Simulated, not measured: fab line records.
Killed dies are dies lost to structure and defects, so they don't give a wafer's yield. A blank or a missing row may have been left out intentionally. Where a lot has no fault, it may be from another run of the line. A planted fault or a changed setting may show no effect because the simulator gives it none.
What tool caused it? | flow berkeleyCmos170 | 13 lots, 39 wafers sampled, at 2 steps of a route of 331

== WHAT THE GAUGES SHOWED, per wafer ==
UCB170_M1_CD_MEAS_09: the cd target is 700 nm. Usual: 699.6 nm for cdNm, sd 1.5.
lot  | measured     | on       | cdNm (nm)         | flag
L767 | day 8 19:02  | cdSem-01 | 697.8 697.1 697.9 | 
L770 | day 8 21:16  | cdSem-01 | 697.5 697.1 697.4 | 
L769 | day 8 21:28  | cdSem-02 | 698.4 699.3 698.6 | 
L771 | day 9 17:17  | cdSem-01 | 700.1 699.7 699.0 | 
L772 | day 9 17:31  | cdSem-02 | 698.1 697.4 697.9 | 
L775 | day 10 01:44 | cdSem-02 | 700.5 700.4 700.6 | 
L774 | day 10 01:58 | cdSem-02 | 701.1 700.6 701.3 | 
L777 | day 10 21:56 | cdSem-01 | 698.3 698.7 699.0 | 
L776 | day 10 22:11 | cdSem-02 | 616.4 615.3 615.8 | OFF
L780 | day 11 05:47 | cdSem-01 | 700.6 701.4 702.0 | 
L787 | day 12 08:19 | cdSem-01 | 700.2 701.0 701.3 | 
L786 | day 12 10:26 | cdSem-02 | 698.8 698.3 698.1 | 
L788 | day 13 06:08 | cdSem-02 | 701.2 701.7 702.5 | 

== EACH LOT AND THE TOOL THAT RAN IT (in order: tool; ch and the chambers of the sampled wafers; start) ==
lot  | UCB170_M1_EXPOSE_06
L767 | krfScanner-01 ch 0, day 8 18:38
L770 | krfScanner-02 ch 0, day 8 20:50
L769 | krfScanner-01 ch 0, day 8 21:04
L771 | krfScanner-01 ch 0, day 9 16:53
L772 | krfScanner-01 ch 0, day 9 17:08
L775 | krfScanner-01 ch 0, day 10 01:11
L774 | krfScanner-02 ch 0, day 10 01:23
L777 | krfScanner-02 ch 0, day 10 21:32
L776 | krfScanner-01 ch 0, day 10 21:48
L780 | krfScanner-01 ch 0, day 11 05:13
L787 | krfScanner-02 ch 0, day 12 07:52
L786 | krfScanner-02 ch 0, day 12 10:00
L788 | krfScanner-02 ch 0, day 13 05:35
- UCB170_M1_EXPOSE_06: exposes mask METAL1, target cd 700 nm.

== WHAT THE TOOLS THEMSELVES READ (means of the sampled wafers that have a number; where no wafer has one, the mark that the record gives instead) ==
The record holds no such reading with a usual standard deviation.

== THE ANSWER, worked out from the rows above alone ==
Rule: a lot is off if the mean of its wafers that have a number lies more than 3 standard deviations from the usual mean. Also off: a lot with no number at a reading for which 4 or more lots have one. All remaining lots with rows at the step are treated as sound. Order of review: gauges by route order, followed by the tools' own readings, for which a lot's mean as printed above is used. The first step at which some lot is off is used, and at that step the reading that is off furthest; a lot without a number counts as furthest.
Off at UCB170_M1_CD_MEAS_09 (cdNm): L776.
A tool fits if, at a process step before that reading, it ran every lot that is off, and no sound lot after the first of them. Those tools and the gauges at UCB170_M1_CD_MEAS_09 are tried in the same way. Not one of the candidates tried fits.

== WHAT HAD BEEN PUT IN BY THE SIMULATOR ==
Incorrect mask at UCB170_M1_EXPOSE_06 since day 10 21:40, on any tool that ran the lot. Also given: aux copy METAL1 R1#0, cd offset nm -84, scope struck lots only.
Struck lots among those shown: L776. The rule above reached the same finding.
